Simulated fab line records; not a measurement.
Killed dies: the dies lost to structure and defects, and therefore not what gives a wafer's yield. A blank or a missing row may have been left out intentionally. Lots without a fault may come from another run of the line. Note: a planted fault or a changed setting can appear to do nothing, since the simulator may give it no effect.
Comparing a struck lot with a sound one + flow berkeleyCmos170 + 15 out of 331 route steps
Sound: wafers L767.1, L767.2, L767.6. Wafers struck: L779.3, L779.4, L779.6. The cause is given at the end.
At each step with rows: each side's tool, then ch and its chambers, then its first start. Under that, the readings that differ: sound wafers + struck wafers + difference of the means + sigmas: that difference in standard deviations of wafers without a fault.
alike: readings with means less than 2 such deviations apart, plus words and numbers identical on both sides. not compared: withheld readings, readings lacking a value on some wafer, bounds such as >300 that could conceal the same value, and numbers that have no deviation in the record and whose values overlap.
Wherever a step has rows on one side only, a row that says differs or no value, or a row with sigmas, the two part there. Non-overlapping numbers with no deviation appear without sigmas and do not part them. A reading that every wafer of one side lacks parts them only if that side has two wafers or more.

first, 1 step without rows for these wafers: UCB170_CONTACT_CLEAN_07 (cleans in SPM, time 600 s).
UCB170_CONTACT_RTA_08: time 10 s.
  sound on rtpAnneal-02 ch 0, day 8 00:32; struck on rtpAnneal-02 ch 0, day 10 10:36
  alike: lampPowerPct, wafer_temp_C_max
then, 6 steps without rows for these wafers: UCB170_CONTACT_COAT_09; UCB170_CONTACT_COAT_10 (resist thk 900 nm); UCB170_CONTACT_SOFTBAKE_11 (time 60 s); UCB170_CONTACT_EXPOSE_12 (exposes mask CONT, target cd 700 nm); UCB170_CONTACT_PEB_13; UCB170_CONTACT_DEVELOP_14 (develop time 45 s).
UCB170_CONTACT_CD_MEAS_15: target cd 700 nm.
  sound: cdSem-02 at day 8 01:27; struck: cdSem-01 at day 10 12:25
  alike: cdNm
UCB170_CONTACT_OVL_MEAS_16:
  sound: overlay-01 at day 8 01:34; struck: overlay-02 at day 10 12:30
  alike: CONTACT_OVL
UCB170_CONTACT_ETCH_17: etches BARC in N2/H2.
  sound on rieDiel-02 ch 0,2,3, day 8 01:36; struck on rieDiel-03 ch 1,3, day 10 12:31
  alike: drypumpMotorCurrentA, h2FlowSccm, oesProductAu, throttleValvePct
UCB170_CONTACT_ETCH_18: etches PSG in CHF3/CF4/Ar, stops on TiSi2, target depth 840 nm, time 195 s.
  sound: rieDiel-02 ch 0,2,3; struck: rieDiel-03 ch 1,3
  alike: drypumpMotorCurrentA, oesProductAu, throttleValvePct
  not compared: rfHoursCounterH
UCB170_CONTACT_STRIP_19: strips in O2.
  sound on plasmaAsher-02 ch 0,1, day 8 01:46; struck on plasmaAsher-03 ch 0,1, day 10 12:43
| reading             | sound             | struck            | difference | sigmas |
|---------------------|-------------------|-------------------|------------|--------|
| oesProductAu (a.u.) | 0.728 0.723 0.723 | 0.796 0.801 0.802 | +0.075     | +15    |
| overashFraction     | 0.5 0.5 0.5       | 0.3 0.3 0.3       | -0.2       |        |
  alike: drypumpMotorCurrentA
  not compared: rfHoursCounterH
UCB170_CONTACT_CD_MEAS_90: target cd 700 nm.
  sound: cdSem-02 at day 8 01:52; struck: cdSem-01 at day 10 12:50
  alike: cdNm
UCB170_M3_PROBE_99:
  sound wafers here have rows in the record (prober-01, day 9 02:43); struck ones have none

WHERE THEY PART
Earliest at UCB170_CONTACT_STRIP_19; latest, in this record, at UCB170_M3_PROBE_99.

WHY: whatever the simulator had introduced
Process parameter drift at UCB170_CONTACT_STRIP_19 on plasmaAsher-03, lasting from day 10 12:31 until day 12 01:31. Setting overashFraction shifted by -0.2 from 0.5. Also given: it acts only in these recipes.
